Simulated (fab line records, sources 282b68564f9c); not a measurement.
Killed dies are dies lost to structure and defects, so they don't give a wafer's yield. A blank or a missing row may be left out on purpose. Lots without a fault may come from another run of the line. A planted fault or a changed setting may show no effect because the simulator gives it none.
fab line records | flow rit_cmos
record lots=7 wafers=21 last_day=7
route steps=202 shown CONTACT@172 M1@184
lots that met no fault: from a run of the same line without faults
start_h: hours from the record's first day to the start of the lot's first wafer shown | wait_h: hours since the lot's step before | " the same as in the row above | L1.1+2: a row that stands for several wafers | - no value, or no start given | * or withheld: withheld | < > ~ a bound
route shown NAME@n: a module of which the file shows steps, and the number in the route of the first | usual: mean/standard deviation of fault-free wafers | same: alike in all rows | chamber/n: place in a boat | sites: the reading at each site | _std_site: their standard deviation | _edge_site: outer sites' mean less inner sites' | radius_mm: how far each site lies from the wafer's centre | mask NAME#n: copy n | behind: the tool/chamber that last shaped the wafer | hold: why the lot was held/for how many hours/how that ended | device: the transistor (n, p or np) that didn't switch | end of line: the same wafers' tests at the end of the route | a step without rows: its recipe alone | killed: dies lost to structure and defects at the first sort, not the wafer's yield | map: a wafer's dies, x killed, . not, _ none there
set.NAME: the setting as run; set.NAME@STEP: as run at that earlier step | model.NAME: the simulator's own value behind a step, which no gauge read
lots at some steps of the route; a table a step, a row a wafer
services: from which hour (start_h, from the record's first day; less than 0 if before it) a tool's chamber was out of use, for how many hours, and why
## steps
# step RIT_CONTACT_SOFTBAKE_04
# recipe resist=NOVOLAK temp_c=90 time_s=60
# step RIT_CONTACT_EXPOSE_05
# recipe mask_id=M11 na=0.6 source_shape=conventional sigma_outer=0.5 target_cd_nm=1000 dose_mj=250
# step RIT_CONTACT_PEB_06
# recipe resist=NOVOLAK temp_c=withheld time_s=withheld
# step RIT_CONTACT_DEVELOP_07
# recipe resist=NOVOLAK develop_time_s=120 dev_temp_c=23.46
# step RIT_CONTACT_CD_MEAS_08
# recipe target_cd_nm=1000
# usual cd_nm=1001.3/2.2
# columns lot.wafer tool chamber start_h wait_h cd_nm
L559.3 cd_sem-02 - 58.53 - 1002.2
L559.4 " - " " 1005.0
L559.6 " - " " 1006.9
L560.2 cd_sem-02 - 61.60 - 1003.4
L560.4 " - " " 1002.4
L560.6 " - " " 1002.4
L564.4 cd_sem-01 - 81.86 - 999.2
L564.5 " - " " 1000.9
L564.6 " - " " 998.0
L573.4 cd_sem-02 - 127.62 - 1002.3
L573.5 " - " " 1001.8
L573.6 " - " " 1002.1
L575.2 cd_sem-01 - 139.28 - 998.5
L575.5 " - " " 1001.4
L575.6 " - " " 999.1
L577.1 cd_sem-02 - 151.98 - 1000.2
L577.3 " - " " 1000.8
L577.6 " - " " 1000.5
L580.1 cd_sem-02 - 163.41 - 1000.4
L580.2 " - " " 1000.5
L580.4 " - " " 1000.5
# step RIT_CONTACT_OVL_MEAS_09
# usual CONTACT_OVL=-0.8/1.2
# columns lot.wafer tool chamber start_h wait_h CONTACT_OVL[nm]
L559.3 overlay-02 - 58.62 0.1 -1.8
L559.4 " - " " -0.4
L559.6 " - " " 0.0
L560.2 overlay-01 - 61.70 0.1 -1.6
L560.4 " - " " -1.7
L560.6 " - " " -1.8
L564.4 overlay-02 - 81.94 0.1 -0.1
L564.5 " - " " -0.8
L564.6 " - " " -0.8
L573.4 overlay-02 - 127.70 0.1 -0.6
L573.5 " - " " 1.0
L573.6 " - " " -0.3
L575.2 overlay-01 - 139.39 0.1 -1.0
L575.5 " - " " -1.6
L575.6 " - " " 0.3
L577.1 overlay-02 - 152.10 0.1 -1.2
L577.3 " - " " -0.5
L577.6 " - " " -0.3
L580.1 overlay-02 - 163.53 0.1 -2.3
L580.2 " - " " -2.8
L580.4 " - " " -1.9
# step RIT_CONTACT_HARDBAKE_10
# recipe resist=NOVOLAK temp_c=140 time_s=60
# step RIT_CONTACT_ETCH_11
# recipe target_depth_a=4800 over_etch_frac=0.2 stop_on=TiSi2 chemistry=CHF3/CF4/Ar target=SiO2 CHF3_flow_sccm=50 cf4_flow_sccm=10 Ar_flow_sccm=100 O2_flow_sccm=5 pressure_mtorr=100 rf_w=200 time_s=320
# usual drypump_motor_current_A=5.8/0.34 oes_product_au=0.987/0.017 rf_fwd_power_W=199.7/0.59 throttle_valve_pct=8.85/0.13
# same time_s=320
# columns lot.wafer tool chamber start_h wait_h drypump_motor_current_A oes_product_au rf_fwd_power_W rf_hours_counter_h throttle_valve_pct
L559.3 rie_diel-04 2 58.79 0.1 5.9 0.997 199.9 121 8.73
L559.4 " 0 " " 6.3 1.010 199.9 19 8.82
L559.6 " 2 " " 5.9 0.991 199.8 - 8.73
L560.2 rie_diel-02 2 61.88 0.1 5.7 0.968 199.1 82 9.07
L560.4 " 1 " " 5.9 0.986 200.5 63 8.92
L560.6 " 1 " " 5.9 0.980 200.2 - 8.89
L564.4 rie_diel-02 0 82.34 0.1 5.6 0.997 200.2 - 8.68
L564.5 " 1 " " 5.9 1.000 199.1 - 8.90
L564.6 " 2 " " 5.7 0.970 199.5 - 9.07
L573.4 rie_diel-04 1 127.89 0.1 6.0 0.987 199.6 100 8.89
L573.5 " 0 " " 6.3 1.014 198.8 - 8.83
L573.6 " 1 " " 6.0 0.978 200.1 - 8.88
L575.2 rie_diel-02 2 139.57 0.1 5.7 0.960 199.3 84 9.06
L575.5 " 1 " " 5.9 0.986 199.9 - 8.92
L575.6 " 0 " " 5.6 1.012 199.2 - 8.67
L577.1 rie_diel-01 1 152.29 0.1 5.7 0.977 198.7 7 8.69
L577.3 " 0 " " 6.5 0.968 200.1 5 9.05
L577.6 " 1 " " 5.7 0.976 199.4 - 8.71
L580.1 rie_diel-04 3 163.71 0.1 5.3 1.016 199.0 110 8.99
L580.2 " 0 " " 6.2 1.007 199.8 21 8.82
L580.4 " 2 " " 5.8 0.992 199.9 123 8.73
# step RIT_CONTACT_STRIP_12
# recipe chemistry=O2 time_s=180 resist=NOVOLAK platen_temp_c=withheld power_w=500 pressure_mtorr=4000 o2_flow_sccm=4000
# usual drypump_motor_current_A=5.6/0.43 rf_refl_power_W=7.2/1.6
# same time_s=180
# columns lot.wafer tool chamber start_h wait_h drypump_motor_current_A rf_hours_counter_h rf_refl_power_W
L559.3 plasma_asher-04 0 59.05 0.2 5.0 - 9.0
L559.4 " 1 " " 6.1 - 5.4
L559.6 " 0 " " 4.9 - 8.9
L560.2 plasma_asher-02 0 62.08 0.1 5.6 26 9.1
L560.4 " 0 " " 5.6 - 9.1
L560.6 " 1 " " 5.7 - 8.0
L564.4 plasma_asher-04 1 82.50 0.1 6.1 - 5.6
L564.5 " 0 " " 4.9 - 8.6
L564.6 " 1 " " 6.1 - 5.6
L573.4 plasma_asher-02 1 128.15 0.2 5.7 - 8.0
L573.5 " 1 " " 5.7 - 8.1
L573.6 " 0 " " 5.6 - 8.8
L575.2 plasma_asher-04 1 139.76 0.1 6.0 52 5.5
L575.5 " 1 " " 6.1 - 5.4
L575.6 " 0 " " 4.9 - 9.3
L577.1 plasma_asher-02 1 152.48 0.1 5.7 35 8.2
L577.3 " 0 " " 5.6 - 9.1
L577.6 " 1 " " 5.7 - 8.5
L580.1 plasma_asher-01 0 163.91 0.1 5.1 55 6.0
L580.2 " 1 " " 5.9 55 6.0
L580.4 " 1 " " 5.9 - 6.0
# step RIT_CONTACT_CD_MEAS_90
# recipe target_cd_nm=1000
# usual cd_nm=1001.2/2.3
# columns lot.wafer tool chamber start_h wait_h cd_nm
L559.3 cd_sem-02 - 59.20 0.1 1002.3
L559.4 " - " " 1005.3
L559.6 " - " " 1006.9
L560.2 cd_sem-02 - 62.27 0.1 1003.7
L560.4 " - " " 1002.6
L560.6 " - " " 1002.4
L564.4 cd_sem-01 - 82.74 0.2 998.9
L564.5 " - " " 1000.7
L564.6 " - " " 998.3
L573.4 cd_sem-01 - 128.32 0.1 1002.6
L573.5 " - " " 1001.8
L573.6 " - " " 1002.5
L575.2 cd_sem-02 - 139.96 0.1 998.5
L575.5 " - " " 1001.3
L575.6 " - " " 998.6
L577.1 cd_sem-01 - 152.66 0.1 1000.5
L577.3 " - " " 1000.3
L577.6 " - " " 999.9
L580.1 cd_sem-02 - 164.08 0.1 1000.4
L580.2 " - " " 1000.2
L580.4 " - " " 1000.4
# step RIT_CONTACT_CLEAN_13
# recipe chemistry=SC1 mix=3:3:50 time_s=600 temp_c=75
# step RIT_CONTACT_CLEAN_14
# recipe chemistry=SC2 mix=3:3:50 time_s=600 temp_c=75 dry=n2_spin
# step RIT_M1_SPUTTER_00
# recipe material=Al target_thk_nm=400 power_w=2000 chamber_pressure_pa=0.4 gas=Ar time_s=500 substrate_temp_c=25
# usual throttle_valve_pct=30.0/1.3
# same time_s=500
# columns lot.wafer tool chamber start_h wait_h throttle_valve_pct
L559.3 pvd_sputter-04 - 59.63 0.0 28.5
L559.4 " - " " 27.8
L559.6 " - " " 28.6
L560.2 pvd_sputter-03 - 62.72 0.0 30.5
L560.4 " - " " 30.3
L560.6 " - " " 30.9
L564.4 pvd_sputter-03 - 83.19 0.0 29.6
L564.5 " - " " 29.1
L564.6 " - " " 30.9
L573.4 pvd_sputter-04 - 128.75 0.0 27.9
L573.5 " - " " 29.8
L573.6 " - " " 32.3
L575.2 pvd_sputter-04 - 140.41 0.0 28.7
L575.5 " - " " 29.6
L575.6 " - " " 28.6
L577.1 pvd_sputter-04 - 153.13 0.0 27.9
L577.3 " - " " 29.6
L577.6 " - " " 32.0
L580.1 pvd_sputter-03 - 164.57 0.0 31.2
L580.2 " - " " 29.5
L580.4 " - " " 31.1
# step RIT_M1_RS_MEAS_01
# recipe thk_meas_gauge=four-point-probe reads=Al_of_M1_SPUTTER_00
# usual M1_AL_RS=0.0743/0.00086
# columns lot.wafer tool chamber start_h wait_h M1_AL_RS[ohm/sq]
L559.3 film_metro-01 - 59.97 0.2 0.0743
L559.4 " - " " 0.0752
L559.6 " - " " 0.0744
L560.2 film_metro-02 - 63.04 0.2 0.0749
L560.4 " - " " 0.0746
L560.6 " - " " 0.0742
L564.4 film_metro-04 - 83.54 0.2 0.0732
L564.5 " - " " 0.0733
L564.6 " - " " 0.0751
L573.4 film_metro-02 - 129.10 0.2 0.0732
L573.5 " - " " 0.0736
L573.6 " - " " 0.0738
L575.2 film_metro-02 - 140.72 0.2 0.0725
L575.5 " - " " 0.0732
L575.6 " - " " 0.0730
L577.1 film_metro-04 - 153.42 0.1 0.0732
L577.3 " - " " 0.0737
L577.6 " - " " 0.0737
L580.1 film_metro-02 - 164.86 0.1 0.0748
L580.2 " - " " 0.0741
L580.4 " - " " 0.0731
# step RIT_M1_THK_MEAS_02
# recipe thk_meas_gauge=xrf reads=Al_of_M1_SPUTTER_00
# usual M1_AL_THK=383/4.7
# columns lot.wafer tool chamber start_h wait_h M1_AL_THK[nm]
L559.3 film_metro-01 - 60.07 0.1 385
L559.4 " - " " 381
L559.6 " - " " 383
L560.2 film_metro-02 - 63.15 0.1 383
L560.4 " - " " 386
L560.6 " - " " 385
L564.4 film_metro-04 - 83.63 0.1 388
L564.5 " - " " 388
L564.6 " - " " 376
L573.4 film_metro-02 - 129.19 0.1 391
L573.5 " - " " 388
L573.6 " - " " 384
L575.2 film_metro-02 - 140.83 0.1 391
L575.5 " - " " 390
L575.6 " - " " 390
L577.1 film_metro-04 - 153.54 0.1 385
L577.3 " - " " 384
L577.6 " - " " 382
L580.1 film_metro-02 - 164.98 0.1 383
L580.2 " - " " 384
L580.4 " - " " 390
# step RIT_M1_HMDS_03
# recipe prime_time_s=60 prime_temp_c=140
# step RIT_M1_COAT_04
# recipe resist=NOVOLAK spin_rpm=2000 resist_thk_nm=1322
# step RIT_M1_SOFTBAKE_05
# recipe resist=NOVOLAK temp_c=90 time_s=60
# step RIT_M1_EXPOSE_06
# recipe mask_id=M12 na=0.6 source_shape=conventional sigma_outer=0.5 target_cd_nm=2600 dose_mj=250
# step RIT_M1_PEB_07
# recipe resist=NOVOLAK temp_c=withheld time_s=withheld
# step RIT_M1_DEVELOP_08
# recipe resist=NOVOLAK develop_time_s=68 dev_temp_c=23
# step RIT_M1_CD_MEAS_09
# recipe target_cd_nm=2600
# usual cd_nm=2599.2/2.7
# columns lot.wafer tool chamber start_h wait_h cd_nm
L559.3 cd_sem-02 - 61.15 - 2601.2
L559.4 " - " " 2598.8
L559.6 " - " " 2601.2
L560.2 cd_sem-02 - 64.10 - 2598.5
L560.4 " - " " 2597.8
L560.6 " - " " 2596.2
L564.4 cd_sem-01 - 84.65 - 2593.6
L564.5 " - " " 2589.6
L564.6 " - " " 2592.1
L573.4 cd_sem-02 - 130.30 - 2604.0
L573.5 " - " " 2604.4
L573.6 " - " " 2604.0
L575.2 cd_sem-01 - 141.93 - 2596.4
L575.5 " - " " 2595.2
L575.6 " - " " 2595.9
L577.1 cd_sem-01 - 154.71 - 2598.7
L577.3 " - " " 2601.3
L577.6 " - " " 2598.1
L580.1 cd_sem-02 - 166.00 - 2594.8
L580.2 " - " " 2599.4
L580.4 " - " " 2598.1
# step RIT_M1_OVL_MEAS_10
# usual M1_OVL=0.7/1.5
# columns lot.wafer tool chamber start_h wait_h M1_OVL[nm]
L559.3 overlay-01 - 61.24 0.1 -0.1
L559.4 " - " " -0.5
L559.6 " - " " -2.1
L560.2 overlay-02 - 64.20 0.1 1.4
L560.4 " - " " 0.7
L560.6 " - " " 2.6
L564.4 overlay-02 - 84.72 0.1 0.1
L564.5 " - " " 0.7
L564.6 " - " " 1.2
L573.4 overlay-02 - 130.38 0.1 -0.5
L573.5 " - " " 0.1
L573.6 " - " " 0.5
L575.2 overlay-01 - 142.03 0.1 0.7
L575.5 " - " " 0.7
L575.6 " - " " 1.5
L577.1 overlay-01 - 154.83 0.1 0.9
L577.3 " - " " 2.4
L577.6 " - " " 1.9
L580.1 overlay-02 - 166.12 0.1 0.1
L580.2 " - " " 1.6
L580.4 " - " " 1.1
# step RIT_M1_HARDBAKE_11
# recipe resist=NOVOLAK temp_c=140 time_s=120
# step RIT_M1_METAL_ETCH_12
# recipe stop_on=SiO2 chemistry=Cl2/BCl3 target=Al time_s=165 over_etch_frac=0.5 pressure_mtorr=100 target_depth_a=6000 rf_w=250 Cl2_flow_sccm=60 bcl3_flow_sccm=50
# usual drypump_motor_current_A=5.7/0.62 oes_product_au=0.764/0.016 rf_fwd_power_W=249.2/0.8 throttle_valve_pct=8.31/0.068
# same time_s=165
# columns lot.wafer tool chamber start_h wait_h drypump_motor_current_A oes_product_au rf_fwd_power_W rf_hours_counter_h throttle_valve_pct
L559.3 rie_metal-04 1 61.57 0.2 4.8 0.749 250.1 - 8.32
L559.4 " 0 " " 5.8 0.741 247.8 - 8.36
L559.6 " 0 " " 5.8 0.753 248.9 - 8.36
L560.2 rie_metal-01 1 64.48 0.2 5.0 0.765 248.8 2 8.38
L560.4 " 1 " " 5.0 0.769 248.7 - 8.38
L560.6 " 0 " " 6.0 0.786 248.0 - 8.31
L564.4 rie_metal-03 1 85.05 0.1 6.6 0.771 247.8 - 8.18
L564.5 " 0 " " 5.9 0.767 248.4 - 8.33
L564.6 " 1 " " 6.6 0.761 248.3 - 8.17
L573.4 rie_metal-03 1 130.70 0.1 6.6 0.770 248.9 - 8.17
L573.5 " 0 " " 5.9 0.762 248.9 - 8.33
L573.6 " 1 " " 6.6 0.769 248.1 - 8.18
L575.2 rie_metal-01 0 142.34 0.2 6.0 0.802 249.1 3 8.31
L575.5 " 1 " " 5.0 0.766 249.5 - 8.38
L575.6 " 0 " " 6.0 0.797 249.1 - 8.29
L577.1 rie_metal-01 0 155.11 0.2 6.0 0.795 249.9 3 8.28
L577.3 " 1 " " 5.0 0.766 249.0 - 8.39
L577.6 " 0 " " 6.0 0.793 249.7 - 8.30
L580.1 rie_metal-01 1 166.40 0.2 5.0 0.760 249.5 4 8.39
L580.2 " 0 " " 6.0 0.789 249.7 4 8.30
L580.4 " 1 " " 5.0 0.777 248.2 - 8.40
# step RIT_M1_STRIP_13
# recipe chemistry=nmp resist=NOVOLAK temp_c=80 time_s=600 dry=n2_spin
# step RIT_M1_STRIP_14
# recipe chemistry=O2 time_s=180 platen_temp_c=withheld power_w=500 pressure_mtorr=4000 o2_flow_sccm=4000
# usual drypump_motor_current_A=5.5/0.5 rf_refl_power_W=7.5/1.6
# same time_s=180
# columns lot.wafer tool chamber start_h wait_h drypump_motor_current_A rf_hours_counter_h rf_refl_power_W
L559.3 plasma_asher-04 0 61.91 0.1 4.9 - 9.4
L559.4 " 1 " " 6.1 - 5.6
L559.6 " 1 " " 6.1 - 5.7
L560.2 plasma_asher-04 0 64.82 0.0 5.0 43 8.9
L560.4 " 0 " " 5.0 - 9.3
L560.6 " 0 " " 5.0 - 9.0
L564.4 plasma_asher-04 0 85.39 0.1 4.9 - 9.3
L564.5 " 1 " " 6.1 - 5.7
L564.6 " 0 " " 5.0 - 9.6
L573.4 plasma_asher-04 0 131.04 0.1 5.0 - 9.4
L573.5 " 1 " " 6.1 - 5.6
L573.6 " 0 " " 5.0 - 9.3
L575.2 plasma_asher-03 1 142.68 0.0 6.0 1 8.0
L575.5 " 0 " " 5.0 - 5.9
L575.6 " 1 " " 6.0 - 7.9
L577.1 plasma_asher-04 1 155.45 0.0 6.1 54 5.6
L577.3 " 0 " " 5.0 - 9.3
L577.6 " 0 " " 5.0 - 9.5
L580.1 plasma_asher-04 0 166.74 0.0 5.0 55 9.5
L580.2 " 1 " " 6.0 55 5.7
L580.4 " 1 " " 6.1 - 5.5
# step RIT_M1_CD_MEAS_90
# recipe target_cd_nm=2600
# usual cd_nm=2599/3.1
# columns lot.wafer tool chamber start_h wait_h cd_nm
L559.3 cd_sem-02 - 62.07 0.1 2603
L559.4 " - " " 2602
L559.6 " - " " 2602
L560.2 cd_sem-02 - 65.02 0.1 2597
L560.4 " - " " 2598
L560.6 " - " " 2595
L564.4 cd_sem-01 - 85.57 0.1 2592
L564.5 " - " " 2591
L564.6 " - " " 2589
L573.4 cd_sem-01 - 131.22 0.1 2600
L573.5 " - " " 2604
L573.6 " - " " 2603
L575.2 cd_sem-01 - 142.88 0.1 2595
L575.5 " - " " 2595
L575.6 " - " " 2595
L577.1 cd_sem-01 - 155.62 0.1 2597
L577.3 " - " " 2602
L577.6 " - " " 2597
L580.1 cd_sem-01 - 166.91 0.1 2595
L580.2 " - " " 2598
L580.4 " - " " 2598
# step RIT_M1_ANNEAL_15
# recipe temp_c=452.1 time_s=1800 ambient=forming_gas_H2N2
# step RIT_M1_BOW_MEAS_16
# recipe mode=bow
# usual M1_BOW=16/6.1
# columns lot.wafer tool chamber start_h wait_h M1_BOW[um]
L559.3 film_metro-04 - 63.69 0.0 10
L559.4 " - " " 13
L559.6 " - " " 17
L560.2 film_metro-04 - 66.64 0.0 12
L560.4 " - " " 9
L560.6 " - " " 18
L564.4 film_metro-04 - 87.19 0.1 32
L564.5 " - " " 22
L564.6 " - " " 15
L573.4 film_metro-01 - 132.84 0.1 11
L573.5 " - " " 17
L573.6 " - " " 16
L575.2 film_metro-04 - 145.01 0.0 14
L575.5 " - " " 23
L575.6 " - " " 15
L577.1 film_metro-02 - 157.24 0.0 15
L577.3 " - " " 18
L577.6 " - " " 11
L580.1 film_metro-02 - 168.55 0.0 14
L580.2 " - " " 18
L580.4 " - " " 11
# step RIT_M1_PROBE_99
# usual defect_limited_yield=97.4/1.1 killed_at_M0_to_M3=0.0/0.16 killed_at_contacts=0.1/0.24 killed_at_front_end=6.7/2.9 killed_dies=6.8/2.9 killed_on_rim=1.8/1.3 killed_open=3.5/1.8 killed_short=3.3/2.1 sort_bin_3_pad_short=0.1/0.26 sort_bin_5_function=1.4/0.73 sort_bin_6_memory=1.0/0.64 sort_n_pass=257.2/2.9 sort_yield_pct=97.4/1.1
# same gross_dies=264 killed_at_M4_up=0 killed_at_back_side=0 killed_at_other=0
# columns lot.wafer tool chamber start_h wait_h hold defect_limited_yield[%] killed_at_M0_to_M3 killed_at_contacts killed_at_front_end killed_dies killed_on_rim killed_open killed_short sort_bin_3_pad_short[%] sort_bin_5_function[%] sort_bin_6_memory[%] sort_n_pass sort_yield_pct[%] model.etest.tester.sort_n_pass model.etest.tester.sort_yield_pct model.etest.tester.sort_bin_5_pct model.etest.tester.sort_bin_3_pct model.etest.tester.sort_bin_6_pct
L559.3 prober-01 - 63.87 0.2 - 97.0 0 0 8 8 1 2 6 0 1.1 1.9 256.0 97.0 256 96.97 1.136 0 1.894
L559.4 prober-01 - 63.92 0.2 - 95.8 0 1 10 11 2 5 6 0 3.0 1.1 253.0 95.8 253 95.83 3.03 0 1.136
L559.6 prober-01 - 64.02 0.2 - 97.3 0 0 7 7 3 3 4 0.4 1.5 0.8 257.0 97.3 257 97.35 1.515 0.3788 0.7576
L560.2 prober-02 - 66.79 0.1 - 98.1 0 0 5 5 2 1 4 0 1.9 0 259.0 98.1 259 98.11 1.894 0 0
L560.4 prober-02 - 66.89 0.2 - 97.7 0 0 6 6 1 4 2 0 2.3 0 258.0 97.7 258 97.73 2.273 0 0
L560.6 prober-02 - 66.99 0.2 - 96.6 0 0 9 9 2 2 6 0.4 0.8 2.3 255.0 96.6 255 96.59 0.7576 0.3788 2.273
L564.4 prober-02 - 87.40 0.2 - 98.5 0 0 4 4 1 3 1 0 0.8 0.8 260.0 98.5 260 98.48 0.7576 0 0.7576
L564.5 prober-02 - 87.45 0.2 - 97.7 0 0 6 6 0 2 4 0.4 1.1 0.8 258.0 97.7 258 97.73 1.136 0.3788 0.7576
L564.6 prober-02 - 87.50 0.2 - 97.7 0 0 6 6 0 2 4 0 1.5 0.8 258.0 97.7 258 97.73 1.515 0 0.7576
L573.4 prober-01 - 133.05 0.2 await_dispo/5.7h/release 87.1 23 0 11 34 13 6 5 1.1 7.6 4.2 230.0 87.1 230 87.12 7.576 1.136 4.167
L573.5 prober-01 - 133.10 0.2 await_dispo/5.7h/release 86.4 28 0 8 36 2 3 5 1.9 9.1 2.7 228.0 86.4 228 86.36 9.091 1.894 2.652
L573.6 prober-01 - 133.15 0.2 await_dispo/5.7h/release 90.9 15 0 9 24 11 4 5 1.1 5.7 2.3 240.0 90.9 240 90.91 5.682 1.136 2.273
L575.2 prober-01 - 145.16 0.1 await_dispo/1.8h/release 87.5 29 0 4 33 3 3 1 3.4 7.2 1.9 231.0 87.5 231 87.5 7.197 3.409 1.894
L575.5 prober-01 - 145.31 0.2 await_dispo/1.8h/release 86.7 29 0 6 35 2 3 3 2.7 8.0 2.7 229.0 86.7 229 86.74 7.955 2.652 2.652
L575.6 prober-01 - 145.36 0.2 await_dispo/1.8h/release 84.1 31 0 11 42 3 3 8 4.5 9.5 1.9 222.0 84.1 222 84.09 9.47 4.545 1.894
L577.1 prober-02 - 157.36 0.1 await_dispo/2.4h/release 87.9 21 0 11 32 12 6 5 1.9 8.3 1.9 232.0 87.9 232 87.88 8.333 1.894 1.894
L577.3 prober-02 - 157.46 0.2 await_dispo/2.4h/release 86.7 29 0 6 35 0 2 4 1.1 10.6 1.5 229.0 86.7 229 86.74 10.61 1.136 1.515
L577.6 prober-02 - 157.61 0.2 await_dispo/2.4h/release 92.8 11 0 8 19 10 4 4 0.8 4.5 1.9 245.0 92.8 245 92.8 4.545 0.7576 1.894
L580.1 prober-02 - 168.67 0.1 - 96.6 0 0 9 9 2 6 2 0.4 1.5 1.5 255.0 96.6 255 96.59 1.515 0.3788 1.515
L580.2 prober-02 - 168.72 0.1 - 98.9 0 0 3 3 1 1 1 0 0.8 0.4 261.0 98.9 261 98.86 0.7576 0 0.3788
L580.4 prober-02 - 168.82 0.2 - 98.1 0 0 5 5 0 2 2 0 0.8 1.1 259.0 98.1 259 98.11 0.7576 0 1.136
# killed by level:class
L559.3 GATE:geometric_particle:short=4 GATE:geometric_particle:open=2 SPACER:geometric_particle:short=1 SILICIDE:geometric_particle:short=1
L559.4 GATE:geometric_particle:short=3 SILICIDE:geometric_particle:open=2 GATE:geometric_particle:open=2 FOX1:geometric_particle:open=1 FOX2:geometric_particle:short=1 SILICIDE:geometric_particle:short=1 CONTACT:geometric_particle:short=1
L559.6 GATE:geometric_particle:open=2 FOX1:geometric_particle:short=1 GATE:geometric_particle:short=1 REOX:geometric_particle:open=1 SPACER:geometric_particle:short=1 SILICIDE:geometric_particle:short=1
L560.2 FOX1:geometric_particle:short=2 REOX:geometric_particle:open=1 REOX:geometric_particle:short=1 SPACER:geometric_particle:short=1
L560.4 GATE:geometric_particle:open=2 SPACER:geometric_particle:open=2 GATE:geometric_particle:short=1 REOX:geometric_particle:short=1
L560.6 GATE:geometric_particle:short=2 SPACER:geometric_particle:short=2 FOX1:geometric_particle:short=1 REOX:geometric_particle:open=1 REOX:geometric_particle:short=1 SPACER:geometric_particle:open=1 PWELL:coat_microbubble_printed=1
L564.4 FOX2:geometric_particle:open=1 GATE:geometric_particle:short=1 SPACER:geometric_particle:open=1 SILICIDE:geometric_particle:open=1
L564.5 FOX1:geometric_particle:short=1 FOX2:geometric_particle:open=1 GATE:geometric_particle:short=1 GATE:geometric_particle:open=1 REOX:geometric_particle:short=1 SILICIDE:geometric_particle:short=1
L564.6 REOX:geometric_particle:short=2 GATE:geometric_particle:open=1 GATE:geometric_particle:short=1 REOX:geometric_particle:open=1 SILICIDE:geometric_particle:short=1
L573.4 M1:unspecified=23 REOX:geometric_particle:short=3 FOX1:geometric_particle:open=2 GATE:geometric_particle:open=2 GATE:geometric_particle:short=1 REOX:geometric_particle:open=1 SPACER:geometric_particle:open=1 SILICIDE:geometric_particle:short=1
L573.5 M1:unspecified=28 SILICIDE:geometric_particle:short=4 SPACER:geometric_particle:open=2 FOX2:geometric_particle:short=1 SILICIDE:geometric_particle:open=1
L573.6 M1:unspecified=15 GATE:geometric_particle:open=3 REOX:geometric_particle:short=2 ACTIVE:geometric_particle:short=1 GATE:geometric_particle:short=1 SPACER:geometric_particle:short=1 SILICIDE:geometric_particle:open=1
L575.2 M1:unspecified=29 GATE:geometric_particle:open=1 SPACER:geometric_particle:short=1 SPACER:geometric_particle:open=1 SILICIDE:geometric_particle:open=1
L575.5 M1:unspecified=29 GATE:geometric_particle:short=2 GATE:geometric_particle:open=2 REOX:geometric_particle:short=1 SPACER:geometric_particle:open=1
L575.6 M1:unspecified=31 SPACER:geometric_particle:short=5 GATE:geometric_particle:open=3 GATE:geometric_particle:short=2 SILICIDE:geometric_particle:short=1
L577.1 M1:unspecified=21 SILICIDE:geometric_particle:open=3 FOX1:geometric_particle:short=2 GATE:geometric_particle:open=2 SILICIDE:geometric_particle:short=2 GATE:geometric_particle:short=1 REOX:geometric_particle:open=1
L577.3 M1:unspecified=29 FOX1:geometric_particle:short=2 GATE:geometric_particle:open=1 GATE:geometric_particle:short=1 SPACER:geometric_particle:short=1 SPACER:geometric_particle:open=1
L577.6 M1:unspecified=11 GATE:geometric_particle:open=3 GATE:geometric_particle:short=3 SILICIDE:geometric_particle:short=1 SILICIDE:geometric_particle:open=1
L580.1 GATE:geometric_particle:open=4 FOX2:geometric_particle:open=2 FOX2:geometric_particle:short=1 SILICIDE:geometric_particle:short=1 PLDD:coat_microbubble_printed=1
L580.2 GATE:geometric_particle:short=1 SILICIDE:geometric_particle:open=1 PLDD:coat_microbubble_printed=1
L580.4 FOX1:geometric_particle:open=1 GATE:geometric_particle:short=1 GATE:geometric_particle:open=1 REOX:geometric_particle:short=1 PLDD:coat_microbubble_printed=1
# map L573.5 (x killed, . not)
________......._______
_____.......x.....____
____...............___
___................x__
__...........x...x..._
__..........xxxxxxx.._
_...........xxxxxx..x.
_............xxxxxxx..
_...........xxxxxx....
_..............x.x....
__..................._
__.....x............._
___.................__
____.....x.........___
_____.....x.......____
________......._______
# map L575.6 (x killed, . not)
________..x...._______
_____.............____
____...............___
___........x...x....__
__x....x.x.xxx......x_
__.......xxxxxxxx...._
_........xxxxxx.x.....
_.......xxxxxxx.......
_.....x..x.xxx........
_............x........
__..................._
__.........x........._
___........x...x....__
____...............___
_____.......x.....____
________......._______
## services
# columns tool chamber start_h hours kind
rie_metal-03 - 38.49 0.1 repair
pvd_sputter-03 - 52.47 2.4 repair
rie_diel-01 1 59.20 21.4 repair
rie_diel-04 - 62.88 2.8 pm
rie_diel-04 3 70.85 2.9 repair
rie_diel-02 3 78.01 6.5 repair
pvd_sputter-03 - 78.66 2.7 repair
rie_diel-01 2 80.58 - clean
plasma_asher-02 - 86.70 8.5 repair
plasma_asher-02 - 108.22 1.9 repair
plasma_asher-03 - 108.75 9.0 pm
rie_metal-04 0 109.02 8.3 repair
rie_metal-01 - 111.20 0.1 repair
plasma_asher-01 - 115.41 1.7 repair
plasma_asher-04 - 119.81 1.1 repair
plasma_asher-03 - 129.50 4.1 repair
plasma_asher-03 - 135.38 6.6 repair
rie_metal-03 - 136.12 20.0 pm
rie_metal-03 0 136.12 20.0 vent_cycle
rie_metal-03 1 136.12 20.0 vent_cycle
rie_metal-01 0 143.67 9.1 repair
rie_metal-03 0 156.12 - clean
rie_metal-03 1 156.12 - clean
rie_diel-04 2 156.44 4.2 repair
## key
first_sign step=RIT_M1_PROBE_99 reading=killed_at_M0_to_M3 direction=up sigmas=24 usual=0.0 struck=24
effect step=RIT_M1_PROBE_99 reading=sort_bin_5_function direction=up sigmas=8.8 usual=1.4 struck=7.8
model_effect step=RIT_M1_PROBE_99 value=etest.tester.sort_n_pass without=255.3 struck=231.8
met_at RIT_M1_SPUTTER_00
struck_wafers L573.4,L573.5,L573.6,L575.2,L575.5,L575.6,L577.1,L577.3,L577.6
onset_between 59.63 128.75
fault kind=chamber_particle_source tool=pvd_sputter-04 chamber=- onset_h=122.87 steps=RIT_M1_SPUTTER_00 rate_per_visit_cm2=0.74136 end_h=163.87
